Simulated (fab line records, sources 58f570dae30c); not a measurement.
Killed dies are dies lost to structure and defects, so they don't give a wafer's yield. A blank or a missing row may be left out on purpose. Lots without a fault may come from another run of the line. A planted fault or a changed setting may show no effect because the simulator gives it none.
A struck lot beside a sound one | flow berkeley_cmos170 | 14 steps out of a route of 331
Sound: wafers L166.2, L166.5, L166.6. Struck: wafers L157.2, L157.3, L157.5. The cause comes at the end.
At each step with rows: each side's tool, then ch and its chambers, then its first start. Under that, the readings that differ: sound wafers | struck wafers | difference of the means | sigmas: that difference in standard deviations of wafers without a fault.
alike: readings whose means differ by less than 2 such deviations, and words and numbers that are the same on both sides. not compared: withheld readings, readings that some wafer has no value for, bounds like >300 that may hide the same value, and numbers for which the record gives no deviation and whose values overlap.
The two part at a step that has a row with sigmas, a row that says differs or no value, or rows on one side only. Numbers that don't overlap but have no deviation are shown without sigmas and don't part them. A reading that every wafer of one side lacks parts them only if that side has two wafers or more.

UCB170_M2_SPUTTER_01: material Al, target thk 900 nm, time 120 s.
  sound on pvd_sputter-02, day 13 10:06; struck on pvd_sputter-02, day 11 13:49
  alike: throttle_valve_pct
UCB170_M2_RS_MEAS_02: measures by four-point-probe.
  sound on film_metro-02, day 13 10:13; struck on film_metro-01, day 11 13:56
  alike: M2_AL_RS
UCB170_M2_THK_MEAS_03: measures by xrf.
  sound on film_metro-02, day 13 10:19; struck on film_metro-01, day 11 14:02
  alike: M2_AL_THK
then, 3 steps without rows for these wafers: UCB170_M2_HMDS_04 (prime time 60 s); UCB170_M2_COAT_05 (resist thk 900 nm); UCB170_M2_SOFTBAKE_06 (time 60 s).
UCB170_M2_STRIP_07: strips in O2.
  sound on plasma_asher-03 ch 0,1, day 13 10:58; struck on plasma_asher-01 ch 0,1, day 11 14:32
  reading                      | sound             | struck            | difference | sigmas
  strip_time_to_endpoint_s (s) | 22.06 22.04 21.97 | 21.88 21.84 21.80 | -0.18      | -3
  alike: drypump_motor_current_A, o2_flow_sccm, oes_product_au
  not compared: rf_hours_counter_h
then, 5 steps without rows for these wafers: UCB170_M2_STRIP_08 (strips KrF in DMSO, time 600 s); UCB170_M2_COAT_09; UCB170_M2_COAT_10 (resist thk 900 nm); UCB170_M2_SOFTBAKE_11 (time 60 s); UCB170_M2_EXPOSE_12 (exposes mask METAL2, target cd 700 nm).
UCB170_M2_PEB_13:
  sound on litho_track-01 ch 0, day 13 11:54; struck on litho_track-03, day 11 15:53
  no value came back on the struck wafers for chill_plate_temp_C (C), exhaust_pa (Pa); on the sound wafers chill_plate_temp_C (C) reads 22.90 22.82 22.90
then, 1 step without rows for these wafers: UCB170_M2_DEVELOP_14 (develop time 45 s).

WHERE THEY PART
First at UCB170_M2_STRIP_07; last, within this record, at UCB170_M2_PEB_13.

WHY: what the simulator had put in
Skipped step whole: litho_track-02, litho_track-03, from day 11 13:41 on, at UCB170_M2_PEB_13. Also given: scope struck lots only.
